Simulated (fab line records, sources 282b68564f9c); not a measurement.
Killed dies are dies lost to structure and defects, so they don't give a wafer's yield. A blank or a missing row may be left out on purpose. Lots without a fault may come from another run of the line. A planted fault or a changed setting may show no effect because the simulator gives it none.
fab line records | flow rit_cmos
record lots=14 wafers=42 last_day=7
route steps=202 shown M1@196
lots that met no fault: from a run of the same line without faults
start_h: hours from the record's first day to the start of the lot's first wafer shown | wait_h: hours since the lot's step before | " the same as in the row above | L1.1+2: a row that stands for several wafers | - no value, or no start given | * or withheld: withheld | < > ~ a bound
route shown NAME@n: a module of which the file shows steps, and the number in the route of the first | usual: mean/standard deviation of fault-free wafers | same: alike in all rows | chamber/n: place in a boat | sites: the reading at each site | _std_site: their standard deviation | _edge_site: outer sites' mean less inner sites' | radius_mm: how far each site lies from the wafer's centre | mask NAME#n: copy n | behind: the tool/chamber that last shaped the wafer | hold: why the lot was held/for how many hours/how that ended | device: the transistor (n, p or np) that didn't switch | end of line: the same wafers' tests at the end of the route | a step without rows: its recipe alone | killed: dies lost to structure and defects at the first sort, not the wafer's yield | map: a wafer's dies, x killed, . not, _ none there
set.NAME: the setting as run; set.NAME@STEP: as run at that earlier step | model.NAME: the simulator's own value behind a step, which no gauge read
steps of the route over a sample of lots; a table a step, a row a wafer
services: from which hour (start_h, from the record's first day; less than 0 if before it) a tool's chamber was out of use, for how many hours, and why
## steps
# step RIT_M1_METAL_ETCH_12
# recipe stop_on=SiO2 chemistry=Cl2/BCl3 target=Al time_s=165 over_etch_frac=0.5 pressure_mtorr=100 target_depth_a=6000 rf_w=250 Cl2_flow_sccm=60 bcl3_flow_sccm=50
# usual chamber_pressure_mTorr=100.00/0.093 drypump_motor_current_A=5.6/0.49 oes_product_au=0.768/0.012 over_etch_frac=0.5/0 throttle_valve_pct=8.22/0.12
# columns lot.wafer tool chamber start_h wait_h chamber_pressure_mTorr drypump_motor_current_A oes_product_au over_etch_frac rf_hours_counter_h throttle_valve_pct
L313.3 rie_metal-04 0 72.20 0.2 100.01 5.1 0.759 0.5 - 8.13
L313.5 " 0 " " 99.87 5.1 0.767 0.5 - 8.13
L313.6 " 1 " " 99.98 5.6 0.772 0.5 - 8.14
L314.2 rie_metal-02 0 78.18 0.2 99.88 5.6 0.768 0.5 34 8.23
L314.4 " 1 " " 99.91 6.4 0.775 0.5 - 8.44
L314.6 " 0 " " 100.11 5.6 0.764 0.5 - 8.21
L316.1 rie_metal-04 1 84.32 0.2 100.06 5.5 0.783 0.5 2 8.15
L316.2 " 0 " " 99.92 5.1 0.762 0.5 3 8.12
L316.3 " 0 " " 100.12 5.1 0.770 0.5 - 8.12
L317.1 rie_metal-02 0 86.90 0.2 100.07 5.6 0.763 0.5 34 8.22
L317.3 " 1 " " 100.17 6.4 0.775 0.5 - 8.44
L317.6 " 0 " " 100.08 5.6 0.768 0.5 - 8.23
L318.3 rie_metal-01 0 94.67 0.2 99.95 4.9 0.756 0.5 - 8.10
L318.4 " 1 " " 100.05 6.1 0.761 0.5 - 8.33
L318.5 " 1 " " 99.79 6.1 0.764 0.5 - 8.31
L321.1 rie_metal-02 0 100.21 0.2 99.96 5.6 0.760 0.5 34 8.24
L321.2 " 1 " " 100.09 6.4 0.769 0.5 36 8.46
L321.4 " 1 " " 99.89 6.4 0.778 0.5 - 8.44
L322.1 rie_metal-04 0 107.18 0.2 100.07 5.1 0.649 1.0185 3 8.16
L322.4 " 1 " " 99.92 5.6 0.770 0.5 - 8.16
L322.5 " 0 " " 99.94 5.1 0.656 1.0185 - 8.13
L325.2 rie_metal-04 0 119.10 0.2 99.97 5.1 0.647 1.0185 3 8.15
L325.4 " 1 " " 99.86 5.6 0.791 0.5 - 8.14
L325.6 " 0 " " 100.07 5.1 0.654 1.0185 - 8.15
L326.1 rie_metal-02 0 121.41 0.2 99.92 5.6 0.763 0.5 34 8.23
L326.3 " 0 " " 99.99 5.6 0.776 0.5 - 8.24
L326.5 " 0 " " 99.92 5.6 0.757 0.5 - 8.22
L327.2 rie_metal-01 1 126.50 0.2 99.96 6.1 0.764 0.5 4 8.33
L327.4 " 1 " " 100.01 6.1 0.757 0.5 - 8.33
L327.6 " 0 " " 99.85 4.9 0.765 0.5 - 8.09
L329.2 rie_metal-01 1 136.53 0.2 99.96 6.1 0.765 0.5 5 8.32
L329.3 " 0 " " 100.03 4.9 0.764 0.5 - 8.08
L329.6 " 1 " " 99.94 6.1 0.773 0.5 - 8.34
L331.3 rie_metal-01 1 146.46 0.2 99.97 6.1 0.757 0.5 - 8.32
L331.4 " 0 " " 100.03 4.9 0.751 0.5 - 8.08
L331.6 " 1 " " 100.11 6.1 0.756 0.5 - 8.33
L333.1 rie_metal-02 1 158.17 0.2 100.06 6.4 0.808 0.5 0 8.45
L333.2 " 0 " " 100.02 5.6 0.755 0.5 0 8.21
L333.5 " 0 " " 100.07 5.6 0.768 0.5 - 8.22
L334.4 rie_metal-01 1 165.09 0.1 99.90 6.1 0.761 0.5 - 8.34
L334.5 " 0 " " 99.96 4.9 0.748 0.5 - 8.09
L334.6 " 1 " " 100.13 6.1 0.761 0.5 - 8.34
# step RIT_M1_CD_MEAS_90
# recipe target_cd_nm=2600
# usual cd_nm=2599.6/2.2
# columns lot.wafer tool chamber start_h wait_h hold cd_nm
L313.3 cd_sem-01 - 72.70 0.1 - 2601.4
L313.5 " - " " - 2599.0
L313.6 " - " " - 2600.5
L314.2 cd_sem-02 - 78.71 0.1 - 2600.4
L314.4 " - " " - 2601.0
L314.6 " - " " - 2599.1
L316.1 cd_sem-01 - 84.84 0.1 - 2600.4
L316.2 " - " " - 2599.7
L316.3 " - " " - 2597.8
L317.1 cd_sem-01 - 87.41 0.1 - 2599.7
L317.3 " - " " - 2600.5
L317.6 " - " " - 2598.8
L318.3 cd_sem-02 - 95.34 0.1 - 2600.1
L318.4 " - " " - 2603.5
L318.5 " - " " - 2602.2
L321.1 cd_sem-01 - 100.72 0.1 - 2599.2
L321.2 " - " " - 2598.0
L321.4 " - " " - 2598.6
L322.1 cd_sem-02 - 107.70 0.1 await_dispo/0.2h/release 2589.7
L322.4 " - " " await_dispo/0.2h/release 2594.5
L322.5 " - " " await_dispo/0.2h/release 2587.1
L322.1 cd_sem-02 - 107.98 0.3 - 2589.4
L322.4 " - " " - 2594.5
L322.5 " - " " - 2586.9
L325.2 cd_sem-01 - 119.65 0.1 await_dispo/0.2h/release 2587.6
L325.4 " - " " await_dispo/0.2h/release 2600.0
L325.6 " - " " await_dispo/0.2h/release 2588.6
L325.2 cd_sem-01 - 119.94 0.3 - 2587.4
L325.4 " - " " - 2600.3
L325.6 " - " " - 2589.5
L326.1 cd_sem-02 - 121.92 0.1 - 2598.4
L326.3 " - " " - 2599.4
L326.5 " - " " - 2601.0
L327.2 cd_sem-01 - 127.06 0.1 - 2601.3
L327.4 " - " " - 2602.7
L327.6 " - " " - 2601.1
L329.2 cd_sem-02 - 137.06 0.1 - 2595.5
L329.3 " - " " - 2598.2
L329.6 " - " " - 2599.4
L331.3 cd_sem-02 - 146.96 0.1 - 2602.1
L331.4 " - " " - 2598.0
L331.6 " - " " - 2599.3
L333.1 cd_sem-02 - 158.72 0.1 - 2596.8
L333.2 " - " " - 2595.8
L333.5 " - " " - 2597.5
L334.4 cd_sem-02 - 165.61 0.1 - 2600.0
L334.5 " - " " - 2599.2
L334.6 " - " " - 2599.2
# step RIT_M1_PROBE_99
# usual defect_limited_yield=97.3/1.2 killed_at_M0_to_M3=0.0/0.083 killed_at_contacts=0.1/0.38 killed_at_front_end=7/3.2 killed_dies=7/3.2 killed_open=3.6/2.1 killed_short=3.5/2 sort_bin_3_pad_short=0.1/0.19 sort_bin_5_function=1.6/0.87 sort_bin_6_memory=1.0/0.65 sort_n_pass=257/3.2 sort_yield_pct=97.3/1.2
# same gross_dies=264 killed_at_M4_up=0 killed_at_back_side=0 killed_at_other=0
# columns lot.wafer tool chamber start_h wait_h defect_limited_yield[%] killed_at_M0_to_M3 killed_at_contacts killed_at_front_end killed_dies killed_open killed_short sort_bin_3_pad_short[%] sort_bin_5_function[%] sort_bin_6_memory[%] sort_n_pass sort_yield_pct[%]
L313.3 prober-01 - 75.35 0.2 98.1 0 0 5 5 3 2 0 1.5 0.4 259 98.1
L313.5 prober-01 - 75.45 0.2 99.2 0 0 2 2 2 0 0 0.4 0.4 262 99.2
L313.6 prober-01 - 75.50 0.2 98.9 0 0 3 3 2 1 0 0.8 0.4 261 98.9
L322.1 prober-02 - 113.50 0.1 97.7 0 0 6 6 4 2 0 1.5 0.8 258 97.7
L322.4 prober-02 - 113.65 0.2 98.1 0 0 5 5 2 3 0 1.1 0.8 259 98.1
L322.5 prober-02 - 113.70 0.2 98.5 0 0 4 4 2 2 0 1.5 0 260 98.5
L326.1 prober-02 - 123.66 0.1 97.0 0 0 8 8 5 3 0 0.8 2.3 256 97.0
L326.3 prober-02 - 123.76 0.2 98.5 0 0 4 4 2 2 0 1.1 0.4 260 98.5
L326.5 prober-02 - 123.86 0.2 98.1 0 0 5 5 1 4 0 0.4 1.5 259 98.1
L325.2 prober-01 - 127.26 0.1 95.8 0 0 11 11 2 9 0 2.7 1.5 253 95.8
L325.4 prober-01 - 127.36 0.2 98.1 0 0 5 5 4 1 0 1.1 0.8 259 98.1
L325.6 prober-01 - 127.46 0.2 98.9 0 0 3 3 2 1 0 0.8 0.4 261 98.9
L327.2 prober-01 - 128.83 0.1 98.5 0 0 4 4 2 2 0 0.8 0.8 260 98.5
L327.4 prober-01 - 128.93 0.2 96.2 0 0 10 10 6 4 0 1.5 2.3 254 96.2
L327.6 prober-01 - 129.03 0.2 97.0 0 0 8 8 4 4 0 0.8 2.3 256 97.0
L333.1 prober-01 - 161.44 0.1 98.1 0 0 5 5 1 4 0 1.1 0.8 259 98.1
L333.2 prober-01 - 161.49 0.1 95.5 0 0 12 12 5 7 0 2.7 1.9 252 95.5
L333.5 prober-01 - 161.64 0.2 96.6 0 0 9 9 5 4 0.4 0.8 2.3 255 96.6
# killed by level:class
L313.3 FOX1:geometric_particle:open=1 FOX2:geometric_particle:open=1 GATE:geometric_particle:open=1 GATE:geometric_particle:short=1 REOX:geometric_particle:short=1
L313.5 FOX1:geometric_particle:open=1 GATE:geometric_particle:open=1
L313.6 FOX2:geometric_particle:short=1 GATE:geometric_particle:open=1 SPACER:geometric_particle:open=1
L322.1 REOX:geometric_particle:open=2 SILICIDE:geometric_particle:short=2 FOX1:geometric_particle:open=1 SILICIDE:geometric_particle:open=1
L322.4 GATE:geometric_particle:short=2 FOX1:geometric_particle:open=1 FOX1:geometric_particle:short=1 GATE:geometric_particle:open=1
L322.5 FOX1:geometric_particle:short=1 GATE:geometric_particle:open=1 GATE:geometric_particle:short=1 REOX:geometric_particle:open=1
L326.1 GATE:geometric_particle:open=2 FOX1:geometric_particle:open=1 FOX1:geometric_particle:short=1 GATE:geometric_particle:short=1 REOX:geometric_particle:open=1 SPACER:geometric_particle:open=1 SPACER:geometric_particle:short=1
L326.3 FOX1:geometric_particle:short=1 GATE:geometric_particle:open=1 REOX:geometric_particle:open=1 SILICIDE:geometric_particle:short=1
L326.5 GATE:geometric_particle:short=4 SPACER:geometric_particle:open=1
L325.2 GATE:geometric_particle:short=4 SPACER:geometric_particle:short=3 SPACER:geometric_particle:open=2 FOX2:geometric_particle:short=1 SILICIDE:geometric_particle:short=1
L325.4 SPACER:geometric_particle:open=3 GATE:geometric_particle:short=1 SILICIDE:geometric_particle:open=1
L325.6 ACTIVE:geometric_particle:short=1 FOX1:geometric_particle:open=1 REOX:geometric_particle:open=1
L327.2 GATE:geometric_particle:open=1 REOX:geometric_particle:short=1 SPACER:geometric_particle:short=1 SILICIDE:geometric_particle:open=1
L327.4 GATE:geometric_particle:open=3 FOX1:geometric_particle:short=2 SPACER:geometric_particle:open=2 GATE:geometric_particle:short=1 REOX:geometric_particle:open=1 SPACER:geometric_particle:short=1
L327.6 GATE:geometric_particle:short=2 GATE:geometric_particle:open=2 FOX1:geometric_particle:open=1 REOX:geometric_particle:short=1 REOX:geometric_particle:open=1 SPACER:geometric_particle:short=1
L333.1 FOX2:geometric_particle:short=1 GATE:geometric_particle:short=1 GATE:geometric_particle:open=1 REOX:geometric_particle:short=1 SPACER:geometric_particle:short=1
L333.2 GATE:geometric_particle:short=5 FOX1:geometric_particle:short=2 SPACER:geometric_particle:open=2 FOX1:geometric_particle:open=1 GATE:geometric_particle:open=1 REOX:geometric_particle:open=1
L333.5 GATE:geometric_particle:short=2 FOX1:geometric_particle:open=1 GATE:geometric_particle:open=1 REOX:geometric_particle:open=1 REOX:geometric_particle:short=1 SPACER:geometric_particle:open=1 SILICIDE:geometric_particle:short=1 SILICIDE:geometric_particle:open=1
## services
# columns tool chamber start_h hours kind
rie_metal-04 1 58.06 6.4 repair
rie_metal-02 1 61.91 12.4 repair
rie_metal-01 1 68.76 2.6 repair
rie_metal-01 - 84.68 4.3 pm
rie_metal-01 - 91.54 2.8 pm
rie_metal-02 - 136.12 20.0 pm
rie_metal-02 0 136.12 20.0 vent_cycle
rie_metal-02 1 136.12 20.0 vent_cycle
rie_metal-02 0 156.12 - clean
rie_metal-02 1 156.12 - clean
## key
first_sign step=RIT_M1_METAL_ETCH_12 reading=over_etch_frac direction=up sigmas=99+ usual=0.5 struck=1.0185
effect step=RIT_M1_METAL_ETCH_12 reading=oes_product_au direction=down sigmas=9.5 usual=0.768 struck=0.652
effect step=RIT_M1_CD_MEAS_90 reading=visit direction=added
effect step=RIT_M1_CD_MEAS_90 reading=cd_nm direction=down sigmas=5.3 usual=2599.6 struck=2588.2
met_at RIT_M1_METAL_ETCH_12
struck_lots L322,L325
struck_wafers L322.1,L322.5,L325.2,L325.6
onset_between 84.32 107.18
fault kind=process_parameter_drift tool=rie_metal-04 chamber=0 onset_h=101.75 steps=RIT_M1_METAL_ETCH_12 channel=over_etch_frac offset=0.51853 shape=step end_h=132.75 stated=0.5
